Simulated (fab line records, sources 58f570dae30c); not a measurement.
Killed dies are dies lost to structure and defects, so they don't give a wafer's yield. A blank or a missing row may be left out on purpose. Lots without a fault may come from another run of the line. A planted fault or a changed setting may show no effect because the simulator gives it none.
Which tool did it? | flow berkeley_cmos170 | 14 lots, 42 wafers sampled, at 6 steps of a route of 331

WHAT THE GAUGES READ, wafer by wafer
UCB170_NWELL_THK_MEAS_05. Usual: NWELL_NITRIDE_THK 223.7 nm, standard deviation 2.2.
lot  | measured    | on            | NWELL_NITRIDE_THK (nm) | flag
L848 | day 2 07:02 | film_metro-04 | 224.4 224.0 222.9      |
L849 | day 2 07:02 | film_metro-01 | 222.5 223.2 224.0      |
L850 | day 2 13:34 | film_metro-04 | 224.4 223.5 225.5      |
L851 | day 3 00:19 | film_metro-04 | 82.8 81.8 81.8         | OFF
L852 | day 3 00:18 | film_metro-03 | 83.9 83.5 83.7         | OFF
L853 | day 3 07:13 | film_metro-01 | 226.8 225.8 226.0      |
L858 | day 4 06:33 | film_metro-01 | 222.4 225.2 224.2      |
L861 | day 5 01:49 | film_metro-03 | 226.2 223.7 224.7      |
L862 | day 5 04:42 | film_metro-01 | 222.7 224.9 224.6      |
L867 | day 6 02:17 | film_metro-04 | 223.1 224.4 221.4      |
L868 | day 6 06:12 | film_metro-01 | 226.2 227.2 227.1      |
L869 | day 6 14:11 | film_metro-01 | 216.9 220.1 216.9      |
L870 | day 6 17:56 | film_metro-04 | 224.6 224.1 225.5      |
L871 | day 6 22:23 | film_metro-01 | 226.7 224.6 224.3      |

UCB170_SACOX_THK_MEAS_02. Usual: SACOX_OXIDE_THK 14.40 nm, standard deviation 0.26.
lot  | measured    | on            | SACOX_OXIDE_THK (nm) | flag
L848 | day 4 23:45 | film_metro-02 | 14.74 14.49 14.62    |
L849 | day 4 23:45 | film_metro-04 | 14.56 14.24 14.59    |
L850 | day 4 23:49 | film_metro-01 | 14.62 14.70 14.35    |
L851 | day 5 23:05 | film_metro-04 | 14.14 14.16 13.95    |
L852 | day 5 15:13 | film_metro-01 | 14.84 14.89 14.65    |
L853 | day 5 23:05 | film_metro-01 | 14.21 14.19 14.10    |
L858 | day 6 21:47 | film_metro-01 | 14.43 14.50 14.37    |
L861 | day 8 02:24 | film_metro-01 | 14.14 14.00 14.05    |
L862 | day 8 02:23 | film_metro-02 | 14.17 14.24 14.08    |
L867 | day 8 18:09 | film_metro-01 | 14.50 14.53 14.67    |
L868 | day 8 22:28 | film_metro-02 | 15.04 14.90 14.59    |
L869 | day 9 13:37 | film_metro-02 | 14.14 14.36 14.13    |
L870 | day 9 13:38 | film_metro-04 | 14.21 14.22 14.15    |
L871 | day 9 19:37 | film_metro-02 | 14.58 14.46 14.35    |

UCB170_GATE_THK_MEAS_05. Usual: GATE_POLY_THK 214.2 nm, standard deviation 1.9.
lot  | measured     | on            | GATE_POLY_THK (nm) | flag
L848 | day 5 19:05  | film_metro-01 | 217.9 218.1 215.6  |
L849 | day 5 19:09  | film_metro-02 | 213.8 211.0 212.1  |
L850 | day 5 19:05  | film_metro-02 | 213.8 211.9 213.5  |
L851 | day 6 19:20  | film_metro-01 | 213.9 216.3 215.7  |
L852 | day 6 16:12  | film_metro-02 | 213.8 214.7 213.1  |
L853 | day 6 19:19  | film_metro-02 | 218.9 217.0 218.6  |
L858 | day 7 22:58  | film_metro-02 | 210.1 214.3 211.5  |
L861 | day 9 01:12  | film_metro-02 | 213.2 213.2 211.7  |
L862 | day 9 01:11  | film_metro-04 | 214.2 212.9 214.2  |
L867 | day 9 15:16  | film_metro-02 | 214.4 215.7 215.5  |
L868 | day 9 21:24  | film_metro-02 | 211.6 212.5 212.6  |
L869 | day 10 14:08 | film_metro-02 | 213.3 213.7 213.8  |
L870 | day 10 14:10 | film_metro-04 | 213.6 215.4 215.5  |
L871 | day 10 14:14 | film_metro-01 | 212.5 214.4 213.5  |

UCB170_GATE_OVL_MEAS_13. Usual: GATE_OVL -3 nm, standard deviation 6.2.
lot  | measured     | on         | GATE_OVL (nm) | flag
L848 | day 5 20:31  | overlay-02 | -12 -11 -9    |
L849 | day 5 20:50  | overlay-02 | 6 0 5         |
L850 | day 5 20:11  | overlay-01 | 6 -3 1        |
L851 | day 6 20:42  | overlay-01 | 2 -2 1        |
L852 | day 6 17:13  | overlay-01 | 0 -8 2        |
L853 | day 6 20:34  | overlay-02 | 2 0 0         |
L858 | day 8 00:16  | overlay-01 | 5 13 1        |
L861 | day 9 03:04  | overlay-01 | -8 -4 -5      |
L862 | day 9 03:11  | overlay-01 | -4 -3 4       |
L867 | day 9 16:55  | overlay-02 | -2 -5 -2      |
L868 | day 9 22:34  | overlay-02 | -4 3 -6       |
L869 | day 10 16:23 | overlay-02 | -1 -9 2       |
L870 | day 10 15:46 | overlay-02 | -16 -14 -12   |
L871 | day 10 16:40 | overlay-01 | 6 -6 7        |

WHICH TOOL RAN EACH LOT (tool, then ch and the chambers of the sampled wafers, then the start)
lot  | UCB170_NWELL_CVD_04        | UCB170_NWELL_ETCH_13
L848 | lpcvd-01 ch 0, day 2 05:06 | rie_diel-03 ch 2,3, day 2 08:20
L849 | lpcvd-01 ch 1, day 2 05:06 | rie_diel-04 ch 0,1,2, day 2 08:06
L850 | lpcvd-01 ch 1, day 2 11:38 | rie_diel-02 ch 0,1,2, day 2 14:50
L851 | lpcvd-01 ch 0, day 2 22:22 | rie_diel-03 ch 1,3, day 3 01:22
L852 | lpcvd-01 ch 0, day 2 22:22 | rie_diel-02 ch 0,1,3, day 3 01:29
L853 | lpcvd-02 ch 1, day 3 05:17 | rie_diel-04 ch 0,1,3, day 3 08:47
L858 | lpcvd-02 ch 0, day 4 04:35 | rie_diel-02 ch 0,1,2, day 4 07:28
L861 | lpcvd-02 ch 1, day 4 21:26 | rie_diel-03 ch 1,3, day 5 02:55
L862 | lpcvd-02 ch 0, day 5 01:47 | rie_diel-04 ch 1,2,3, day 5 06:09
L867 | lpcvd-01 ch 0, day 6 00:20 | rie_diel-03 ch 1,2,3, day 6 03:12
L868 | lpcvd-01 ch 1, day 6 04:15 | rie_diel-04 ch 0,1, day 6 07:49
L869 | lpcvd-01 ch 0, day 6 12:16 | rie_diel-02 ch 0,2,3, day 6 15:37
L870 | lpcvd-01 ch 1, day 6 15:59 | rie_diel-02 ch 1,2, day 6 19:02
L871 | lpcvd-01 ch 1, day 6 20:28 | rie_diel-02 ch 1,2,3, day 6 23:28
- UCB170_NWELL_CVD_04: deposits Si3N4 from SiH2Cl2/NH3, target thk 224 nm, time 3360 s.
- UCB170_NWELL_ETCH_13: etches Si3N4 in CH3F/Ar/O2, stops on SiO2, target depth 246.4 nm, time 154 s.

WHAT THE TOOLS THEMSELVES READ (means of the sampled wafers that have a number; where no wafer has one, the mark that the record gives instead)
UCB170_NWELL_CVD_04. Usual: spike_tc_load_C 824 C, standard deviation 3; susceptor_temp_C 800.0 C, standard deviation 0.33; zone_power_load_pct 20.1 %, standard deviation 2.1.
lot  | tool     | spike_tc_load_C (C) | susceptor_temp_C (C) | zone_power_load_pct (%) | flag
L848 | lpcvd-01 | 821                 | 800.0                | 20.1                    |
L849 | lpcvd-01 | 823                 | 800.3                | 23.0                    |
L850 | lpcvd-01 | 823                 | 800.0                | 23.1                    |
L851 | lpcvd-01 | 821                 | 799.7                | 20.2                    |
L852 | lpcvd-01 | 821                 | 800.2                | 19.9                    |
L853 | lpcvd-02 | 822                 | 800.1                | 17.5                    |
L858 | lpcvd-02 | 829                 | 799.9                | 18.4                    |
L861 | lpcvd-02 | 823                 | 799.7                | 17.4                    |
L862 | lpcvd-02 | 829                 | 800.1                | 18.2                    |
L867 | lpcvd-01 | 820                 | 799.9                | 19.8                    |
L868 | lpcvd-01 | 824                 | 799.8                | 23.0                    |
L869 | lpcvd-01 | 821                 | 800.2                | 20.1                    |
L870 | lpcvd-01 | 824                 | 800.2                | 23.1                    |
L871 | lpcvd-01 | 824                 | 800.0                | 23.1                    |

UCB170_NWELL_ETCH_13. Usual: drypump_motor_current_A 5.8 A, standard deviation 0.43; oes_product_au 0.942 a.u., standard deviation 0.015; throttle_valve_pct 8.10 %, standard deviation 0.11.
lot  | tool        | drypump_motor_current_A (A) | oes_product_au (a.u.) | throttle_valve_pct (%) | flag
L848 | rie_diel-03 | 6.1                         | 0.926                 | 8.17                   |
L849 | rie_diel-04 | 5.7                         | 0.931                 | 8.10                   |
L850 | rie_diel-02 | 5.7                         | 0.958                 | 8.10                   |
L851 | rie_diel-03 | 5.7                         | 0.588                 | 8.11                   | OFF
L852 | rie_diel-02 | 5.8                         | 0.594                 | 8.03                   | OFF
L853 | rie_diel-04 | 5.8                         | 0.937                 | 8.00                   |
L858 | rie_diel-02 | 5.7                         | 0.957                 | 8.10                   |
L861 | rie_diel-03 | 5.9                         | 0.955                 | 8.07                   |
L862 | rie_diel-04 | 5.6                         | 0.933                 | 8.11                   |
L867 | rie_diel-03 | 6.0                         | 0.937                 | 8.11                   |
L868 | rie_diel-04 | 5.9                         | 0.932                 | 7.99                   |
L869 | rie_diel-02 | 6.0                         | 0.933                 | 8.13                   |
L870 | rie_diel-02 | 5.4                         | 0.955                 | 8.11                   |
L871 | rie_diel-02 | 5.7                         | 0.956                 | 8.16                   |

THE ANSWER, worked out from the rows above alone
Rule: a lot is off if the mean of its wafers that have a number lies more than 3 standard deviations from the usual mean. A lot without any number at a reading at which 4 lots or more have one is off too. The other lots that the step has rows for count as sound. The gauges are gone through in route order, then the tools' own readings, and for those a lot's mean is taken as printed above. The first step at which some lot is off is used, and at that step the reading that is off furthest; a lot without a number counts as furthest.
Off: L851, L852, at UCB170_NWELL_THK_MEAS_05 (NWELL_NITRIDE_THK).
A tool fits if, at a process step before that reading, it ran every lot that is off, and no sound lot after the first of them. The gauges at UCB170_NWELL_THK_MEAS_05 aren't tried: what is off there is off at UCB170_NWELL_ETCH_13 too, on other tools, and a gauge's error can't cause that. None of those tried fits.

WHAT THE SIMULATOR HAD PUT IN
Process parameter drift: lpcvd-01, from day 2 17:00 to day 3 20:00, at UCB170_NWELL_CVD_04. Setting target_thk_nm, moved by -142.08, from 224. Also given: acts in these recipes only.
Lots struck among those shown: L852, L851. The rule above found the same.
